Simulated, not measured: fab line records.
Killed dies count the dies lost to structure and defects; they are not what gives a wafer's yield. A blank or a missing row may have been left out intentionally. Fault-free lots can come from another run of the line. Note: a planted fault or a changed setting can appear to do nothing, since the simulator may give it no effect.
Which tool was responsible? + flow rit_cmos + 7 lots, 21 wafers sampled, at 2 steps of a route of 202

== WHAT EACH GAUGE READ, for each wafer ==
RIT_NWELL_OVL_MEAS_06.
| lot  | measured    | on         | NWELL_OVL (nm) |
|------|-------------|------------|----------------|
| L308 | day 2 06:08 | overlay-02 | 1.2 -0.3 0.7   |
| L311 | day 2 23:41 | overlay-02 | 1.5 -0.4 0.6   |
| L317 | day 4 05:20 | overlay-02 | 2.2 0.5 0.9    |
| L321 | day 5 01:31 | overlay-02 | 2.8 1.4 1.5    |
| L323 | day 5 09:21 | overlay-01 | 1.5 2.6 1.5    |
| L325 | day 5 19:58 | overlay-02 | -0.5 0.7 -0.2  |
| L328 | day 6 11:26 | overlay-02 | 0.7 3.0 0.9    |

== EACH LOT AND THE TOOL THAT RAN IT (in order: tool; ch and the chambers of the sampled wafers; start) ==
| lot  | RIT_FOX2_OXIDATION_00        |
|------|------------------------------|
| L308 | furnace-02 ch 0, day 2 03:00 |
| L311 | furnace-03 ch 0, day 2 20:29 |
| L317 | furnace-02, day 4 02:11      |
| L321 | furnace-03 ch 0, day 4 22:19 |
| L323 | furnace-03 ch 0, day 5 06:08 |
| L325 | furnace-02 ch 0, day 5 16:49 |
| L328 | furnace-02 ch 0, day 6 08:04 |
- RIT_FOX2_OXIDATION_00: target thk 350.7 nm, ox time 1130 s.

== THE ANSWER, worked out from the rows above alone ==
Rule: the lots themselves supply what counts as usual. Put in order of their means at a reading, lots are off if they are a third of the lots or fewer, leave a main group of 4 or more, and stand apart from it by a gap of 3 or more times the standard deviation of the main group's means; of several such gaps the widest counts. The tables above print the reading to a certain number of digits; a main group whose means all agree to those digits is not used. A lot without any number at a reading at which 4 lots or more have one is off too. Where the step has rows for the other lots, those lots are counted as sound.
Across all readings shown, no lot is off: no conclusion can be drawn from this.

== WHAT THE SIMULATOR HAD INSERTED ==
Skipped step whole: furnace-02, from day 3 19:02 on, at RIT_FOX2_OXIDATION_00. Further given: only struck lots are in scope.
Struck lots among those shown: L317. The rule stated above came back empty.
